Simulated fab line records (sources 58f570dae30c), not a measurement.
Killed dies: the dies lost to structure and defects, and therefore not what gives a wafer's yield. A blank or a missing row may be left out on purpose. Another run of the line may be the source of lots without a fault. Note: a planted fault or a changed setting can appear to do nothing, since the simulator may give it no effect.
Which tool was responsible?    flow berkeley-cmos170    Sampling: 7 lots, 21 wafers, 2 of 331 route steps

== WHAT THE GAUGES READ, wafer by wafer ==
UCB170_V2_CD_MEAS_90: target cd 700 nm.
lot   measured      on         cd-nm (nm)
L231  day 9 07:02   cd-sem-01  701.2 701.0 700.6
L235  day 9 19:11   cd-sem-01  699.4 699.2 699.7
L238  day 10 06:28  cd-sem-02  700.3 700.2 699.1
L245  day 11 06:48  cd-sem-02  701.6 701.8 701.4
L244  day 11 08:28  cd-sem-02  702.3 703.2 700.5
L248  day 11 19:20  cd-sem-01  701.2 701.8 698.2
L250  day 12 06:35  cd-sem-01  699.8 699.4 699.5

== WHICH TOOL RAN EACH LOT (tool, then ch and the chambers of the sampled wafers, then the start) ==
lot   UCB170_M2_STRIP_07
L231  plasma-asher-01 ch 0,1, day 9 02:57
L235  plasma-asher-04 ch 0,1, day 9 10:40
L238  plasma-asher-02 ch 0,1, day 10 01:35
L245  plasma-asher-02 ch 1, day 11 00:31
L244  plasma-asher-04 ch 0,1, day 11 01:08
L248  plasma-asher-01 ch 0,1, day 11 12:50
L250  plasma-asher-01 ch 0,1, day 12 02:17
- UCB170_M2_STRIP_07: strips in O2.

== THE ANSWER, worked out from the rows above alone ==
Rule: the lots themselves supply what counts as usual. The widest of any qualifying gaps counts: lots, ordered by their means at a reading, are off when they make up no more than a third of the lots, leave a main group of 4 or more, and stand apart from it by 3 or more times the standard deviation of that group's means. Not used: any main group whose means are identical at the precision the tables above print for the reading. A lot without any number at a reading at which 4 lots or more have one is off too. Any other lot the step has rows for is counted as sound.
Nothing can be told from this: no lot is off at any reading shown.

== WHAT THE SIMULATOR PUT IN ==
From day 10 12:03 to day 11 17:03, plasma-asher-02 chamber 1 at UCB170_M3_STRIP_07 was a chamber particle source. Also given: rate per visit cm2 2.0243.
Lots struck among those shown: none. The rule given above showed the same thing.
